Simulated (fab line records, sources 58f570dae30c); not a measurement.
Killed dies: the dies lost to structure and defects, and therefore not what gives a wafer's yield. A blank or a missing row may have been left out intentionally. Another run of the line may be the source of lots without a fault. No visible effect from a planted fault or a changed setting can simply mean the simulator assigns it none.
Problem report, 8D (eight disciplines) form, completed by code :: flow berkeley-cmos170 :: the parts of the form that need people (team, actions taken, sign-off) are left out

## 1. THE ISSUE
Wafers free of any fault read 376 nm (standard deviation 5.3) for SPACER_TEOS_THK at UCB170_SPACER_THK_MEAS_01, against a mean of 318 nm on 3 wafers of 2 lots. That is -11 standard deviations from the usual mean.
First observed at day 6 22:50: wafer L427.2, on film-metro-01. At this step, 42 wafers from 14 lots have a number in the record. Rule for "out" (also "out of limits"): further than 4 standard deviations from the usual mean. The rest of the wafers with a number are treated as sound.

## 2. WHAT THIS IS AND IS NOT
question: which readings at this step
is: SPACER_TEOS_THK
is not: -

question: which lots
is: L427, L434
is not: L423, L424, L425, L426, L430, L432, L438, L442, L443, L444, L445, L446

question: which wafers of those lots
is: L427.2, L427.4, L434.4
is not: L427.3, L434.2, L434.5

question: read on which gauges
is: film-metro-01, film-metro-02
is not: film-metro-04

question: when
is: from day 6 22:50
is not: up to then (13 sound wafers); but 26 sound wafers of L430, L432, L434, L438, L442, L443, L444, L445, L446 came after

## 3. THE SUSPECTS, EACH WITH WHAT RULES IT OUT
Counting: any tool at a process step up to the reading remains a suspect provided it ran every lot that is out. Sound lots after the first of them don't rule it out here, since some wafers of a struck lot are sound.
- the gauge at UCB170_SPACER_THK_MEAS_01 is ruled out. 2 gauges (film-metro-01, film-metro-02) read the wafers that are out.
- plasma-asher-03 at UCB170_NLDD_STRIP_10 (strips in O2): kept. It ran every lot that is out, first L427 (day 6 22:26).
- pecvd-03 at UCB170_SPACER_CVD_00 (deposits SiO2 from TEOS/O2, target thk 376 nm, time 47 s): kept. It ran every lot that is out, first L427 (day 6 22:47); its last sound lot up to then is L423 (day 5 12:07). Its own rf-fwd-power-W readings are out on those wafers.
- Within pecvd-03 at UCB170_SPACER_CVD_00: the wafers that are out ran in chamber 0; their sound lot-mates ran in chambers 1, 2.
What counting leaves: plasma-asher-03 at UCB170_NLDD_STRIP_10 and pecvd-03 at UCB170_SPACER_CVD_00.

## 4. THE CAUSE (what the simulator had put in)
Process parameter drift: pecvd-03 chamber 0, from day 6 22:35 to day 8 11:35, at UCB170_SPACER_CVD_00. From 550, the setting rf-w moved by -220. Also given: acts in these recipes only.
After counting, 2 suspects remain, this tool included.

## 5. THE CHAIN OF EFFECTS, in route order
Each row: a reading where the mean over the struck wafers with a number is more than 3 standard deviations away from the usual. Only readings for which the record gives a usual standard deviation are gone through. hours: the time from each lot's start at the first step in this table that gives one to its start at this step, as a median over the lots. sigmas: the change in usual standard deviations.
hours: 0
step: UCB170_SPACER_CVD_00
reading: rf-fwd-power-W
usual: 545.2 W
on struck wafers: 324.0
change: -221.2
sigmas: -99 or more

hours: 0
step: UCB170_SPACER_THK_MEAS_01
reading: SPACER_TEOS_THK
usual: 376 nm
on struck wafers: 318
change: -58
sigmas: -11

hours: 3
step: UCB170_SPACER_ETCHBACK_03
reading: oes-product-au
usual: 0.898 a.u.
on struck wafers: 0.788
change: -0.110
sigmas: -5.5
It contains these process steps:
- UCB170_SPACER_CVD_00: deposits SiO2 from TEOS/O2, target thk 376 nm, time 47 s.
- UCB170_SPACER_ETCHBACK_03: etches SiO2 in CHF3/CF4/Ar, stops on Si, target depth 376 nm, time 100 s.
Later measuring or inspecting steps at which every struck wafer that the step has a row for has a number for every such reading, and none has moved that far: UCB170_PSD_OVL_MEAS_07.

## 6. HOW IT WOULD HAVE BEEN CAUGHT EARLIER
The first out-of-limits reading at a measuring or inspecting step in this record came at day 6 22:50, 0 hours after the fault's start at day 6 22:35.
At UCB170_SPACER_CVD_00, the tool's own readings (rf-fwd-power-W) were out on each struck wafer the step has a row for, so an alarm limit on them would have fired on the first such wafer.
L434, from the lots that are out (2), started UCB170_SPACER_CVD_00 on pecvd-03 later than day 6 22:50. Holding the tool at that time would have saved it.
